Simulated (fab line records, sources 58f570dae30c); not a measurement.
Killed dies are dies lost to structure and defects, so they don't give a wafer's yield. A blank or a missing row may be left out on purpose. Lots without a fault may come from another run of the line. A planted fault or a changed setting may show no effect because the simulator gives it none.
Which tool did it? | flow berkeley_cmos170 | 7 lots, 21 wafers sampled, at 2 steps of a route of 331

WHAT THE GAUGES READ, wafer by wafer
UCB170_SDANNEAL_RS_MEAS_04: measures by four-point-probe.
lot  | measured     | on            | PLDD_RS (ohm/sq)
L294 | day 8 14:11  | film_metro-03 | 1029.9 1031.6 1028.0
L295 | day 8 14:10  | film_metro-04 | 1033.4 1032.9 1033.8
L299 | day 9 15:15  | film_metro-03 | 1031.8 1030.4 1028.9
L304 | day 10 23:20 | film_metro-04 | 1028.6 1029.8 1032.3
L310 | day 12 08:23 | film_metro-01 | 1034.3 1034.7 1037.3
L312 | day 12 21:21 | film_metro-01 | 1087.8 1082.8 1085.2 1086.3 1083.0 1085.5
L316 | day 12 21:44 | film_metro-04 | 1027.4 1026.2 1027.8

WHICH TOOL RAN EACH LOT (tool, then ch and the chambers of the sampled wafers, then the start)
lot  | UCB170_PLDD_IMPLANT_09
L294 | implanter-04 ch 0, day 7 21:34
L295 | implanter-03 ch 0, day 7 21:50
L299 | implanter-03 ch 0, day 9 02:04
L304 | implanter-04 ch 0, day 10 07:45
L310 | implanter-01 ch 0, day 11 18:31
L312 | implanter-04 ch 0, day 12 06:38
L316 | implanter-01 ch 0, day 12 06:42
- UCB170_PLDD_IMPLANT_09

THE ANSWER, worked out from the rows above alone
Rule: what is usual is taken from the lots themselves. Put in order of their means at a reading, lots are off if they are a third of the lots or fewer, leave a main group of 4 or more, and stand apart from it by a gap of 3 or more times the standard deviation of the main group's means; of several such gaps the widest counts. A main group whose means are all the same, to the digits that the tables above print for the reading, isn't used. A lot without any number at a reading at which 4 lots or more have one is off too. The other lots that the step has rows for count as sound.
Off: L312, at UCB170_SDANNEAL_RS_MEAS_04 (PLDD_RS). The main group: mean 1031.1 ohm/sq, standard deviation 2.7.
A tool fits if, at a process step before that reading, it ran every lot that is off, and no sound lot after the first of them. The gauges at UCB170_SDANNEAL_RS_MEAS_04 are tried like those tools. Can't be told from this: 2 tools fit, implanter-04 at UCB170_PLDD_IMPLANT_09, film_metro-01 at UCB170_SDANNEAL_RS_MEAS_04.

WHAT THE SIMULATOR HAD PUT IN
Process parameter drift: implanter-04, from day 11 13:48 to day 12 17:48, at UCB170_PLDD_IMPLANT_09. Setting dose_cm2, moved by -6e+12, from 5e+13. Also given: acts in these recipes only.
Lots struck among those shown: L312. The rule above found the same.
